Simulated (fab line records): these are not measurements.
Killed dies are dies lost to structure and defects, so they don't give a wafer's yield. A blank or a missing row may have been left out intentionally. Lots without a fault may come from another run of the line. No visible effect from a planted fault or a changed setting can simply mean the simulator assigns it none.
8D (eight disciplines) problem report, filled in by code | flow ritCmos | the parts of the form that need people (team, actions taken, sign-off) are left out

## 1. WHAT IS WRONG
Wafers without a fault read 139.98 C, standard deviation 0.12; plateTempC at RIT_PRETRO_HARDBAKE_07 reads a mean of 143.70 C on 6 wafers belonging to 2 lots. Relative to the usual mean, that is a shift of +31 standard deviations.
The step: time 120 s.
The first sign was on wafer L748.1 at day 6 09:46, on lithoTrack-03. The record holds 42 wafers of 14 lots with a number at this step. The rule behind "out" and "out of limits": a value lying over 4 standard deviations away from the usual mean. All remaining wafers that have a number are taken as sound.

## 2. WHAT THIS IS AND IS NOT
question                    | is                            | is not
which readings at this step | plateTempC, heaterPowerTotalW | exhaustPa
which lots                  | L748, L749                    | L729, L730, L731, L732, L733, L737, L738, L739, L741, L742, L743, L750
which wafers of those lots  | all that have a number        | -
read on which tools         | lithoTrack-03                 | lithoTrack-01, lithoTrack-02
when                        | from day 6 09:46              | up to then (33 sound wafers); but 3 sound wafers of L750 came after

## 3. WHAT RULES OUT EACH SUSPECT
Counting: any tool at a process step up to the reading is kept as a suspect provided that every lot that is out went through it and no sound lot did after the first of them.
- lithoTrack-03 at RIT_PRETRO_HARDBAKE_07 (time 120 s): kept. It processed each lot that is out, first L748 at day 6 09:46, and no sound lot thereafter; up to then, the last sound lot it processed was L743 at day 5 06:52. Its own heaterPowerTotalW, plateTempC readings are out on those wafers.
The count leaves lithoTrack-03 at RIT_PRETRO_HARDBAKE_07.

## 4. THE CAUSE (what the simulator had put in)
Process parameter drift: lithoTrack-03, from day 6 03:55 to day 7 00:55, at RIT_PRETRO_HARDBAKE_07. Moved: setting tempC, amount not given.
This tool alone remained once counting was done.

## 5. THE EFFECT CHAIN, in route order
Each row: a reading whose mean over the struck wafers that have a number lies more than 3 standard deviations from the usual. Only readings whose record carries a usual standard deviation are examined. hours: median over the lots of the time between each lot's start at the first step of this table that gives one and its start at this step. sigmas: the change, counted in usual standard deviations.
hours | step                   | reading           | usual    | on struck wafers | change | sigmas
0     | RIT_PRETRO_HARDBAKE_07 | heaterPowerTotalW | 52.03 W  | 53.79            | +1.76  | +27
0     | RIT_PRETRO_HARDBAKE_07 | plateTempC        | 139.98 C | 143.70           | +3.72  | +31
It contains these process steps:
- RIT_PRETRO_HARDBAKE_07: time 120 s.

## 6. WHAT WOULD HAVE CAUGHT IT SOONER
6 hours passed between the start of the fault at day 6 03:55 and the first reading out of limits in this record, taken at day 6 09:46.
